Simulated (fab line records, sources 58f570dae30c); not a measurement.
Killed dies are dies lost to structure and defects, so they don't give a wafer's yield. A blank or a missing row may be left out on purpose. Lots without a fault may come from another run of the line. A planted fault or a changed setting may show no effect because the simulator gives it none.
One fault seen from 2 desks | flow berkeley_cmos170 | each desk has only its own numbers; what lay behind them comes last

THE TOOL OWNER'S DESK: implanter-02
The tool's own readings at UCB170_PWELL_IMPLANT_15: means of the sampled wafers that have a number, for each lot that ran on this tool. A lot is out of limits, marked OUT, if its mean lies more than 4 standard deviations from the usual mean; the brackets give that distance.
Columns: A = dose_ions_cm2 at UCB170_PWELL_IMPLANT_15, usual 5e+12; B = faraday_current_uA at UCB170_PWELL_IMPLANT_15, usual 15.9
lot  | first seen here | A                       | B
L904 | day 3 00:13     | 5e+12                   | 15.9
L906 | day 3 13:11     | 5e+12                   | 16.0
L917 | day 5 23:40     | 3e+12 (-99 or more) OUT | 8.6 (-23) OUT
L919 | day 6 05:46     | 3e+12 (-99 or more) OUT | 8.8 (-22) OUT
This desk's finding: out of limits on L917, L919; first on L917, day 5 23:40 (dose_ions_cm2 at UCB170_PWELL_IMPLANT_15). In limits: L904, L906.

THE METROLOGY DESK
What the gauges read, lot by lot, whatever tool the lot ran on: means of the sampled wafers that have a number. A lot is out of limits, marked OUT, if its mean lies more than 4 standard deviations from the usual mean; the brackets give that distance.
Columns: A = NWELL_NITRIDE_THK at UCB170_NWELL_THK_MEAS_05, usual 224.7 nm; B = NWELL_OVL at UCB170_NWELL_OVL_MEAS_12, usual -4 nm; C = PWELL_TW at UCB170_PWELL_TW_MEAS_17, usual 377; D = NVT_OVL at UCB170_NVT_OVL_MEAS_06, usual -3 nm
lot  | first seen here | A     | B   | C             | D
L903 | day 2 04:50     | 226.4 | -6  | 371           | 3
L904 | day 2 08:46     | 225.4 | -0  | 380           | -5
L905 | day 2 08:46     | 225.5 | 1   | 375           | 0
L906 | day 2 16:40     | 220.9 | -8  | 375           | -3
L907 | day 2 21:39     | 226.4 | -3  | 376           | -6
L908 | day 3 05:00     | 227.8 | -7  | 371           | 1
L909 | day 3 10:31     | 228.2 | -4  | 381           | -9
L917 | day 5 06:43     | 224.3 | -11 | 319 (-15) OUT | 2
L919 | day 5 10:34     | 222.8 | -7  | 310 (-17) OUT | -5
L922 | day 6 09:04     | 225.1 | -6  | 382           | -9
L923 | day 6 09:04     | 222.3 | -5  | 373           | -3
L924 | day 6 15:31     | 221.5 | -1  | 380           | 4
L925 | day 6 21:42     | 225.3 | 1   | 382           | 4
L926 | day 7 01:50     | 226.7 | -6  | 382           | -8
This desk's finding: out of limits on L917, L919; first on L917, day 5 23:53 (PWELL_TW at UCB170_PWELL_TW_MEAS_17). In limits: L903, L904, L905, L906, L907, L908, L909, L922, L923, L924, L925, L926.

PUT TOGETHER
The tool owner's desk could have raised an alarm at day 5 23:40, on L917, L919.
The metrology desk could have raised an alarm at day 5 23:53, on L917, L919.
Of the lots named, all ran UCB170_PWELL_IMPLANT_15 on implanter-02.

WHAT THE SIMULATOR HAD PUT IN
Process parameter drift: implanter-02, from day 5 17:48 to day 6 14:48, at UCB170_PWELL_IMPLANT_15. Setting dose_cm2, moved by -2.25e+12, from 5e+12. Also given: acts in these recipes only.
Lots struck among those shown: L917, L919.
Hours from the fault's start to each desk's first reading out of limits: the tool owner's desk, 6; the metrology desk, 6.
